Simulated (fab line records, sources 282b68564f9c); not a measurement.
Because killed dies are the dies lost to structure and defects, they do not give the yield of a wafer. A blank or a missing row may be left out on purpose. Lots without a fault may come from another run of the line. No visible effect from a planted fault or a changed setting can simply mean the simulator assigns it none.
A lot that was struck, set against a sound lot ; flow rit-cmos ; 34 out of 202 route steps
Sound: wafers L710.2, L710.3, L710.4. Wafers L707.2, L707.4, L707.6 were the ones struck. The cause is named last.
For every step that has rows: the tool of each side, followed by ch and its chambers, followed by its first start. Under that, the readings that differ: sound wafers ; struck wafers ; difference of the means ; sigmas: that difference in standard deviations of wafers without a fault.
alike: words and numbers the same on both sides, and readings whose means are apart by under 2 such deviations; not compared: readings that were withheld, readings missing a value for some wafer, numbers with overlapping values and no deviation given by the record, and bounds like >300 which may hide the same value.
The two part at a step that has a row with sigmas, a row that says differs or no value, or rows on one side only. Numbers that don't overlap but have no deviation are shown without sigmas and don't part them. Lack of a reading on every wafer of one side parts them only where that side has two or more wafers.

first, 2 steps without rows for these wafers: RIT_SPACER_CLEAN_02 (cleans in SC2, time 600 s); RIT_SPACER_CVD_03 (deposits Si3N4 from SiH2Cl2/NH3, target thk 250 nm, time 3300 s).
RIT_SPACER_THK_MEAS_04:
  sound on film-metro-04 at day 7 08:49; struck on film-metro-03 at day 6 17:58
  alike: SPACER_NITRIDE_THK
RIT_SPACER_ETCHBACK_05: etches Si3N4 in SF6/CHF3, stops on SiO2, target depth 250 nm, time 240 s.
  sound on rie-diel-01 ch 0,2,3, day 7 08:52; struck on rie-diel-02 ch 0,1,3, day 6 18:01
  alike: SF6_flow_sccm, drypump-motor-current-A, oes-product-au, throttle-valve-pct
  not compared: rf-hours-counter-h
then, 6 steps without rows for these wafers: RIT_NSD_HMDS_00 (prime time 60 s); RIT_NSD_COAT_01 (resist thk 1000 nm); RIT_NSD_SOFTBAKE_02 (time 60 s); RIT_NSD_EXPOSE_03 (exposes mask M9, target cd 40700 nm); RIT_NSD_PEB_04; RIT_NSD_DEVELOP_05 (develop time 50 s).
RIT_NSD_OVL_MEAS_06:
  sound on overlay-01 at day 7 10:06; struck on overlay-02 at day 6 19:08
  alike: NSD_OVL
then, 1 step without rows for these wafers: RIT_NSD_HARDBAKE_07 (time 60 s).
RIT_NSD_IMPLANT_08:
  sound on implanter-04 ch 0, day 7 10:18; struck on implanter-03 ch 0, day 6 19:20
reading;sound;struck;difference;sigmas
dose-ions-cm2;9.997e+14 1.0002e+15 9.994e+14;7.126e+14 7.124e+14 7.126e+14;-2.872e+14;-99 or more
faraday-current-uA;3146 3074 3033;2202 2245 2247;-853;-14
RIT_NSD_STRIP_09: strips in O2, time 180 s.
  sound on plasma-asher-04 ch 0,1, day 7 10:26; struck on plasma-asher-02 ch 0,1, day 6 19:28
  alike: drypump-motor-current-A
  not compared: rf-hours-counter-h
RIT_NSD_TW_MEAS_10:
  sound on film-metro-03 at day 7 10:37; struck on film-metro-04 at day 6 19:39
reading;sound;struck;difference;sigmas
NSD_TW;3037 3039 3030;2884 2885 2872;-155;-4
then, 6 steps without rows for these wafers: RIT_PSD_HMDS_00 (prime time 60 s); RIT_PSD_COAT_01 (resist thk 1000 nm); RIT_PSD_SOFTBAKE_02 (time 60 s); RIT_PSD_EXPOSE_03 (exposes mask M10, target cd 40900 nm); RIT_PSD_PEB_04; RIT_PSD_DEVELOP_05 (develop time 50 s).
RIT_PSD_OVL_MEAS_06:
  sound on overlay-01 at day 7 11:38; struck on overlay-02 at day 6 20:34
  alike: PSD_OVL
then, 2 steps without rows for these wafers: RIT_PSD_HARDBAKE_07 (time 60 s); RIT_PSD_IMPLANT_08.
RIT_PSD_STRIP_09: strips in O2, time 180 s.
  sound on plasma-asher-03 ch 0,1, day 7 11:58; struck on plasma-asher-02 ch 0,1, day 6 20:53
  alike: drypump-motor-current-A
  not compared: rf-hours-counter-h
RIT_PSD_TW_MEAS_10:
  sound on film-metro-02 at day 7 12:10; struck on film-metro-03 at day 6 21:04
  alike: PSD_TW
then, 3 steps without rows for these wafers: RIT_SDANNEAL_CLEAN_00 (cleans in SC1, time 600 s); RIT_SDANNEAL_CLEAN_01 (cleans in dHF, time 30 s); RIT_SDANNEAL_CLEAN_02 (cleans in SC2, time 600 s).
RIT_SDANNEAL_RTA_03: time 5 s.
  sound on rtp-anneal-01 ch 0, day 7 12:46; struck on rtp-anneal-02 ch 0, day 6 21:33
  alike: wafer_temp_C_max
RIT_SDANNEAL_RS_MEAS_04: measures by four-point-probe.
  sound on film-metro-04 at day 7 12:50; struck on film-metro-02 at day 6 21:37
  alike: PSD_RS
RIT_SDANNEAL_RS_MEAS_05: measures by four-point-probe.
  sound on film-metro-04 at day 7 12:57; struck on film-metro-02 at day 6 21:44
reading;sound;struck;difference;sigmas
NSD_RS (ohm/sq);85.1 84.8 84.7;111.1 111.0 111.4;+26.3;+82
RIT_SDANNEAL_RS_MEAS_06: measures by four-point-probe.
  sound on film-metro-04 at day 7 13:04; struck on film-metro-02 at day 6 21:52
  alike: PLDD_RS
RIT_M1_PROBE_99:
  sound on prober-02 at day 7 20:25; struck on prober-01 at day 7 05:07
reading;sound;struck;difference;sigmas
model.etest.nmos_0p3.r-on-ohm-um;2185 2168 2231;2348 2316 2406;+162;
model.etest.contact-nplus.end-ohm-um;41.54 41.36 41.31;67.45 65.21 67.3;+25.25;
model.etest.nmos_0p15.drive-ua-um;461.4 466.6 457.9;434.6 427.5 422.1;-33.9;
model.etest.nmos-narrow.drive-ua-um;226.6 224.7 224.4;204.9 202.4 206.1;-20.8;
model.etest.nmos_0p3.drive-ua-um;225.4 225 224.1;203.4 199.9 200.6;-23.5;
model.etest.nmos_0p15.tox-inv-nm (nm);4.465 4.503 4.409;4.784 4.918 4.773;+0.366;
model.etest.nmos_0p15.junction-log10-a-um;-13.6 -13.53 -13.6;-13.43 -13.31 -13.22;+0.26;
  alike: killed-at-contacts, killed-at-front-end, killed-dies, killed-open, killed-short
  not compared: model.etest.nmos_0p15.r-on-ohm-um

== WHERE THEY PART ==
Earliest at RIT_NSD_IMPLANT_08; latest, in this record, at RIT_SDANNEAL_RS_MEAS_05. Later steps at which nothing parts them and some readings are alike: RIT_SDANNEAL_RS_MEAS_06, RIT_M1_PROBE_99.

WHY: the cause the simulator had injected
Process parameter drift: implanter-03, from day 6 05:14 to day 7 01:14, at RIT_NSD_IMPLANT_08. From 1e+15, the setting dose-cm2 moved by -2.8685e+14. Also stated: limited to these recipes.
